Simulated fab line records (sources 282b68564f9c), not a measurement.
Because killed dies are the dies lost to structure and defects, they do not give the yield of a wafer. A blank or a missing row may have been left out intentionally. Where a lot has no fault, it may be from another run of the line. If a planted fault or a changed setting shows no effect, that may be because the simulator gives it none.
fab line records | flow rit-cmos
[record] lots = 6 wafers = 18 last-day = 7
route steps=202 shown NRETRO@60 PRETRO@64 GATE@75 M1@202
lots with no fault: from the same line, run without faults
start-h: start of the lot's first displayed wafer, in hours after the record's first day | wait-h: how many hours have passed since the lot's step before this one | " identical to the entry in the row above | L1.1+2: one row covering several wafers at once | - either no value or no given start | * or withheld: withheld | < > ~ a bound
route shown NAME@n: a module of which the file shows steps, and the number in the route of the first | usual: the fault-free wafers' mean and standard deviation | same: alike in all rows | chamber/n: place in a boat | sites: each site's reading | _std_site: the values' standard deviation | _edge_site: mean of outer sites minus mean of inner sites | radius-mm: how far each site lies from the wafer's centre | mask NAME#n: copy n | behind: tool/chamber where the wafer was last shaped | hold: why the lot went on hold/how many hours it stayed there/how the hold came to an end | device: which transistor (n, p or np) failed to switch | end of line: at the end of the route, the tests of the same wafers | a step given without rows: its recipe and nothing more | killed: count of dies lost to structure and defects at first sort (not the wafer's yield) | map: a wafer's dies, marking killed ones x, the rest . and places with no die _
set.NAME: the setting the step ran with; set.NAME@STEP: the setting that earlier step ran with | model.NAME: the simulator's own value behind a step, which no gauge read
lots at some steps of the route; a table a step, a row a wafer
services: when a tool's chamber went out of use (start-h, in hours from the record's first day, below 0 if earlier), for how many hours, and the reason
[[steps]]
[step RIT_NRETRO_HARDBAKE_07]
[recipe] resist = NOVOLAK temp-c = 140 time-s = 120
[step RIT_NRETRO_IMPLANT_08]
[recipe] species = P energy-kev = 70 dose-cm2 = 1e+13 tilt-deg = 7
[step RIT_NRETRO_STRIP_09]
[recipe] chemistry = O2 time-s = 180 resist = NOVOLAK platen-temp-c = withheld power-w = 500 pressure-mtorr = 4000 o2-flow-sccm = 4000
[usual] drypump-motor-current-A = 6.0/0.41
// columns lot.wafer tool chamber start-h wait-h drypump-motor-current-A rf-hours-counter-h
L360.3 plasma-asher-01 1 30.13 0.1 6.1 -
L360.5 " 1 " " 6.1 -
L360.6 " 0 " " 5.9 -
L370.3 plasma-asher-01 1 82.33 0.1 6.1 -
L370.4 " 0 " " 5.9 -
L370.5 " 0 " " 5.9 -
L374.4 plasma-asher-02 0 100.93 0.1 6.0 -
L374.5 " 1 " " 5.7 -
L374.6 " 0 " " 6.0 -
L375.2 plasma-asher-02 1 106.38 0.1 5.7 46
L375.5 " 0 " " 6.0 -
L375.6 " 1 " " 5.7 -
L381.1 plasma-asher-04 0 134.56 0.1 6.8 37
L381.4 " 1 " " 5.5 -
L381.6 " 1 " " 5.5 -
L383.2 plasma-asher-04 0 144.77 0.1 6.8 38
L383.4 " 0 " " 6.8 -
L383.6 " 0 " " 6.8 -
[step RIT_NRETRO_TW_MEAS_10]
[usual] NRETRO_TW = 1040/12
// columns lot.wafer tool chamber start-h wait-h NRETRO_TW
L360.3 film-metro-03 - 30.27 0.1 1055
L360.5 " - " " 1056
L360.6 " - " " 1056
L370.3 film-metro-02 - 82.47 0.1 1045
L370.4 " - " " 1050
L370.5 " - " " 1045
L374.4 film-metro-01 - 101.08 0.1 1027
L374.5 " - " " 1028
L374.6 " - " " 1024
L375.2 film-metro-03 - 106.57 0.1 1050
L375.5 " - " " 1055
L375.6 " - " " 1051
L381.1 film-metro-01 - 134.73 0.1 1029
L381.4 " - " " 1030
L381.6 " - " " 1028
L383.2 film-metro-01 - 144.95 0.1 1038
L383.4 " - " " 1026
L383.6 " - " " 1031
[step RIT_PRETRO_HMDS_00]
[recipe] prime-time-s = 60 prime-temp-c = 140
[step RIT_PRETRO_COAT_01]
[recipe] resist = NOVOLAK spin-rpm = 2000 resist-thk-nm = 1300
[step RIT_PRETRO_SOFTBAKE_02]
[recipe] resist = NOVOLAK temp-c = 90 time-s = 60
[step RIT_PRETRO_EXPOSE_03]
[recipe] mask-id = M5 na = 0.57 target-cd-nm = 43700 dose-mj = 250
[step RIT_PRETRO_PEB_04]
[recipe] resist = NOVOLAK temp-c = withheld time-s = withheld
[step RIT_PRETRO_DEVELOP_05]
[recipe] resist = NOVOLAK develop-time-s = 68 dev-temp-c = 23
[step RIT_PRETRO_OVL_MEAS_06]
[usual] PRETRO_OVL = 1.4/1.4
// columns lot.wafer tool chamber start-h wait-h PRETRO_OVL[nm]
L360.3 overlay-02 - 31.33 - -0.4
L360.5 " - " " -0.1
L360.6 " - " " 0.3
L370.3 overlay-01 - 83.52 - 0.7
L370.4 " - " " 0.4
L370.5 " - " " 1.9
L374.4 overlay-02 - 102.01 - 2.2
L374.5 " - " " 2.0
L374.6 " - " " 2.8
L375.2 overlay-01 - 107.52 - 3.9
L375.5 " - " " 1.9
L375.6 " - " " 3.1
L381.1 overlay-02 - 135.67 - 1.1
L381.4 " - " " 0.1
L381.6 " - " " 0.1
L383.2 overlay-02 - 146.01 - 0.8
L383.4 " - " " 1.0
L383.6 " - " " 1.3
[step RIT_PRETRO_HARDBAKE_07]
[recipe] resist = NOVOLAK temp-c = 140 time-s = 120
[step RIT_PRETRO_IMPLANT_08]
[recipe] species = B energy-kev = 45 dose-cm2 = 1.2e+13 tilt-deg = 7
[usual] beam-energy-keV = 45.003/0.014 dose-ions-cm2 = 1.2e+13/1.2e+10 faraday-current-uA = 38.0/0.72
// columns lot.wafer tool chamber start-h wait-h beam-energy-keV dose-ions-cm2 faraday-current-uA
L360.3 implanter-04 0 31.66 0.2 45.017 1.1982e+13 38.4
L360.5 " 0 " " 45.017 1.1998e+13 37.9
L360.6 " 0 " " 45.002 1.2e+13 37.1
L370.3 implanter-03 0 83.85 0.2 45.006 1.1993e+13 37.6
L370.4 " 0 " " 45.038 1.1982e+13 36.9
L370.5 " 0 " " 45.019 1.2007e+13 36.9
L374.4 implanter-03 0 102.35 0.2 44.999 1.9231e+13 61.9
L374.5 " 0 " " 44.989 1.9234e+13 62.4
L374.6 " 0 " " 44.983 1.9229e+13 60.1
L375.2 implanter-03 0 107.83 0.2 45.023 1.9211e+13 61.1
L375.5 " 0 " " 45.002 1.9232e+13 60.9
L375.6 " 0 " " 45.019 1.9234e+13 58.8
L381.1 implanter-04 0 135.96 0.2 45.006 1.2015e+13 37.7
L381.4 " 0 " " 45.006 1.2018e+13 38.3
L381.6 " 0 " " 45.018 1.2009e+13 37.0
L383.2 implanter-04 0 146.32 0.2 45.026 1.1986e+13 38.9
L383.4 " 0 " " 44.992 1.1984e+13 38.6
L383.6 " 0 " " 44.995 1.1995e+13 37.8
[step RIT_PRETRO_STRIP_09]
[recipe] chemistry = O2 time-s = 180 resist = NOVOLAK platen-temp-c = withheld power-w = 500 pressure-mtorr = 4000 o2-flow-sccm = 4000
[usual] drypump-motor-current-A = 6.01/0.18
// columns lot.wafer tool chamber start-h wait-h drypump-motor-current-A rf-hours-counter-h
L360.3 plasma-asher-01 0 31.82 0.1 5.95 -
L360.5 " 0 " " 5.90 -
L360.6 " 1 " " 6.12 -
L370.3 plasma-asher-02 0 84.01 0.1 5.96 -
L370.4 " 1 " " 5.76 -
L370.5 " 1 " " 5.73 -
L374.4 plasma-asher-03 0 102.48 0.1 5.87 -
L374.5 " 1 " " 6.31 -
L374.6 " 0 " " 5.88 -
L375.2 plasma-asher-02 1 107.95 0.1 5.74 47
L375.5 " 0 " " 5.98 -
L375.6 " 1 " " 5.75 -
L381.1 plasma-asher-03 1 136.11 0.1 6.27 52
L381.4 " 0 " " 5.88 -
L381.6 " 1 " " 6.29 -
L383.2 plasma-asher-01 0 146.44 0.1 5.93 1
L383.4 " 0 " " 5.94 -
L383.6 " 1 " " 6.18 -
[step RIT_PRETRO_TW_MEAS_10]
[usual] PRETRO_TW = 470/4.1
// columns lot.wafer tool chamber start-h wait-h PRETRO_TW
L360.3 film-metro-04 - 31.95 0.1 467
L360.5 " - " " 464
L360.6 " - " " 464
L370.3 film-metro-04 - 84.14 0.1 469
L370.4 " - " " 465
L370.5 " - " " 467
L374.4 film-metro-03 - 102.63 0.1 553
L374.5 " - " " 554
L374.6 " - " " 552
L375.2 film-metro-04 - 108.14 0.1 540
L375.5 " - " " 541
L375.6 " - " " 542
L381.1 film-metro-03 - 136.28 0.1 473
L381.4 " - " " 474
L381.6 " - " " 474
L383.2 film-metro-03 - 146.63 0.1 474
L383.4 " - " " 474
L383.6 " - " " 472
[step RIT_GATE_WET_ETCH_00]
[recipe] chemistry = BOE target = SiO2 target-depth-nm = 56 time-s = 60 dry = n2-spin dilution = 10:1 temp-c = 21.5
[step RIT_M1_PROBE_99]
[usual] killed-at-contacts = 0.1/0.38 killed-at-front-end = 6.9/2.9 killed-dies = 7.1/3 killed-open = 3.5/2.1 killed-short = 3.5/2
[same] gross-dies = 264 killed_at_M0_to_M3 = 0 killed_at_M4_up = 0 killed-at-back-side = 0 killed-at-other = 0
// columns lot.wafer tool chamber start-h wait-h killed-at-contacts killed-at-front-end killed-dies killed-open killed-short model.etest.nmos_0p3.r-on-ohm-um model.etest.nmos_0p15.r-on-ohm-um model.etest.nmos-turned.drive-ua-um model.etest.nmos_0p15.drive-ua-um model.etest.nmos_0p3.drive-ua-um model.etest.nmos-narrow.drive-ua-um model.etest.pwell-pinched.rs-ohm-sq model.etest.ring.delay-ps
L360.3 prober-02 - 58.73 0.2 0 10 10 6 4 2142 1135 327.9 456.9 228.7 235.5 458.1 28.17
L360.5 prober-02 - 58.83 0.2 0 5 5 2 2 2112 1105 327.4 468.3 228.8 233.7 462.2 27.32
L360.6 prober-02 - 58.88 0.2 0 7 7 1 6 2134 1121 336.3 465.9 227 235.6 460.3 27.86
L370.3 prober-01 - 109.30 0.2 0 5 5 3 2 2237 1193 288.5 436 214.9 222.1 463.6 28.79
L370.4 prober-01 - 109.35 0.2 1 5 6 2 4 2186 1142 308.1 456.7 221.5 226.8 448.5 27.39
L370.5 prober-01 - 109.40 0.2 0 5 5 2 3 2207 1183 295.9 451.8 220.1 220.8 456.9 27.95
L374.4 prober-02 - 128.34 0.2 0 9 9 4 5 2429 1213 268.3 400.4 181.1 184.3 440.9 29.29
L374.5 prober-02 - 128.39 0.2 0 8 8 4 4 2408 1240 256.7 394.2 183.8 183.9 453 30.29
L374.6 prober-02 - 128.44 0.2 0 9 9 3 6 2447 1227 265.2 392.1 179.8 179.3 448 29.75
L375.2 prober-02 - 136.73 0.1 0 4 4 3 1 2545 1352 234.1 358.5 171.1 171.3 450.5 32.08
L375.5 prober-02 - 136.88 0.2 0 10 10 5 5 2526 1300 236.3 365.3 169.9 170.6 443.3 31.55
L375.6 prober-02 - 136.93 0.2 0 4 4 1 3 2550 1333 235.2 363.2 172.2 174.2 447.4 31.84
L381.1 prober-02 - 162.50 0.1 0 3 3 1 2 2264 1187 305.2 442.7 211.5 205 467.2 28.34
L381.4 prober-02 - 162.65 0.2 1 10 11 3 8 2196 1151 314.3 454.6 218.6 211.4 458.8 27.66
L381.6 prober-02 - 162.75 0.2 0 8 8 4 4 2223 1158 314.6 446.9 211.5 201.9 458.5 27.97
L383.2 prober-02 - 172.44 0.1 1 11 12 3 7 2176 1164 318.4 460.8 223.8 221.5 455.2 27.09
L383.4 prober-02 - 172.54 0.2 0 11 11 3 7 2193 1148 320.8 465.6 223.6 223.4 459.1 26.98
L383.6 prober-02 - 172.64 0.2 0 9 9 3 4 2189 1150 325.4 467.8 223.8 224.8 450.8 26.89
// killed by level:class
L360.3 GATE:geometric-particle:open=4 GATE:geometric-particle:short=3 ACTIVE:geometric-particle:short=1 FOX2:geometric-particle:open=1 SILICIDE:geometric-particle:open=1
L360.5 FOX1:geometric-particle:short=2 FOX1:geometric-particle:open=1 FOX2:geometric-particle:open=1 PLDD:coat-microbubble-printed=1
L360.6 GATE:geometric-particle:short=4 FOX1:geometric-particle:short=2 GATE:geometric-particle:open=1
L370.3 GATE:geometric-particle:open=3 REOX:geometric-particle:short=1 SPACER:geometric-particle:short=1
L370.4 FOX1:geometric-particle:short=1 GATE:geometric-particle:short=1 GATE:geometric-particle:open=1 SPACER:geometric-particle:short=1 SILICIDE:geometric-particle:short=1 CONTACT:geometric-particle:open=1
L370.5 FOX1:geometric-particle:open=1 FOX2:geometric-particle:short=1 GATE:geometric-particle:short=1 GATE:geometric-particle:open=1 SILICIDE:geometric-particle:short=1
L374.4 GATE:geometric-particle:open=2 REOX:geometric-particle:short=2 FOX2:geometric-particle:short=1 GATE:geometric-particle:short=1 SPACER:geometric-particle:short=1 SPACER:geometric-particle:open=1 SILICIDE:geometric-particle:open=1
L374.5 GATE:geometric-particle:short=3 SPACER:geometric-particle:open=3 FOX1:geometric-particle:short=1 GATE:geometric-particle:open=1
L374.6 FOX2:geometric-particle:short=4 GATE:geometric-particle:short=1 REOX:geometric-particle:short=1 REOX:geometric-particle:open=1 SPACER:geometric-particle:open=1 SILICIDE:geometric-particle:open=1
L375.2 SILICIDE:geometric-particle:open=2 FOX2:geometric-particle:open=1 SILICIDE:geometric-particle:short=1
L375.5 GATE:geometric-particle:open=4 GATE:geometric-particle:short=2 ACTIVE:geometric-particle:short=1 SPACER:geometric-particle:short=1 SPACER:geometric-particle:open=1 SILICIDE:geometric-particle:short=1
L375.6 FOX1:geometric-particle:short=2 GATE:geometric-particle:short=1 REOX:geometric-particle:open=1
L381.1 GATE:geometric-particle:short=1 GATE:geometric-particle:open=1 SILICIDE:geometric-particle:short=1
L381.4 GATE:geometric-particle:short=3 SPACER:geometric-particle:short=2 FOX1:geometric-particle:open=1 FOX1:geometric-particle:short=1 FOX2:geometric-particle:short=1 FOX2:geometric-particle:open=1 REOX:geometric-particle:short=1 CONTACT:geometric-particle:open=1
L381.6 GATE:geometric-particle:short=3 GATE:geometric-particle:open=2 FOX1:geometric-particle:open=1 SILICIDE:geometric-particle:open=1 SILICIDE:geometric-particle:short=1
L383.2 GATE:geometric-particle:short=4 FOX1:geometric-particle:short=1 FOX2:geometric-particle:open=1 GATE:geometric-particle:open=1 REOX:geometric-particle:short=1 SILICIDE:geometric-particle:open=1 CONTACT:geometric-particle:short=1 NLDD:coat-microbubble-printed=1
L383.4 FOX1:geometric-particle:short=3 GATE:geometric-particle:short=2 GATE:geometric-particle:open=2 REOX:geometric-particle:open=1 REOX:geometric-particle:short=1 SPACER:geometric-particle:short=1 PLDD:coat-microbubble-printed=1
L383.6 GATE:geometric-particle:short=2 GATE:geometric-particle:open=2 FOX2:geometric-particle:short=1 REOX:geometric-particle:short=1 REOX:geometric-particle:open=1 NLDD:coat-microbubble-printed=1 PLDD:coat-microbubble-printed=1
[[services]]
// columns tool chamber start-h hours kind
implanter-04 - 25.48 0.5 repair
plasma-asher-03 - 45.70 3.9 repair
implanter-04 - 54.61 3.2 pm
plasma-asher-04 - 67.36 4.3 pm
plasma-asher-01 - 86.36 44.0 repair
implanter-04 - 112.19 1.7 repair
plasma-asher-01 - 130.40 9.0 pm
plasma-asher-01 0 130.40 9.0 vent-cycle
plasma-asher-01 1 130.40 9.0 vent-cycle
plasma-asher-01 0 139.40 - clean
plasma-asher-01 1 139.40 - clean
plasma-asher-03 - 142.21 2.9 repair
[[key]]
[first-sign] step = RIT_PRETRO_IMPLANT_08 reading = dose-ions-cm2 direction = up sigmas = 99+ usual = 1.2e+13 struck = 1.9228e+13
[effect] step = RIT_PRETRO_IMPLANT_08 reading = faraday-current-uA direction = up sigmas = 32 usual = 38.0 struck = 60.9
[effect] step = RIT_PRETRO_TW_MEAS_10 reading = PRETRO_TW direction = up sigmas = 19 usual = 470 struck = 547
[model-effect] step = RIT_M1_PROBE_99 value = etest.nmos_0p3.r-on-ohm-um without = 2197 struck = 2484
met-at RIT_PRETRO_IMPLANT_08
struck-wafers L374.4,L374.5,L374.6,L375.2,L375.5,L375.6
tester-left-out L374,L375
onset-between 83.85 102.35
[fault] kind = process-parameter-drift tool = implanter-03 chamber = - onset-h = 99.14 steps = RIT_PRETRO_IMPLANT_08 channel = dose-cm2 offset = 7.2202e+12 shape = step end-h = 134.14 acts-in = these-recipes-only stated = 1.2e+13
// tester-left-out: of these lots the tester's yield and bins aren't shown, on N5 and GAA mostly nor the transistor test; their killed dies are dies lost to structure and defects alone, not to doping, threshold or leakage, so they don't give the yield
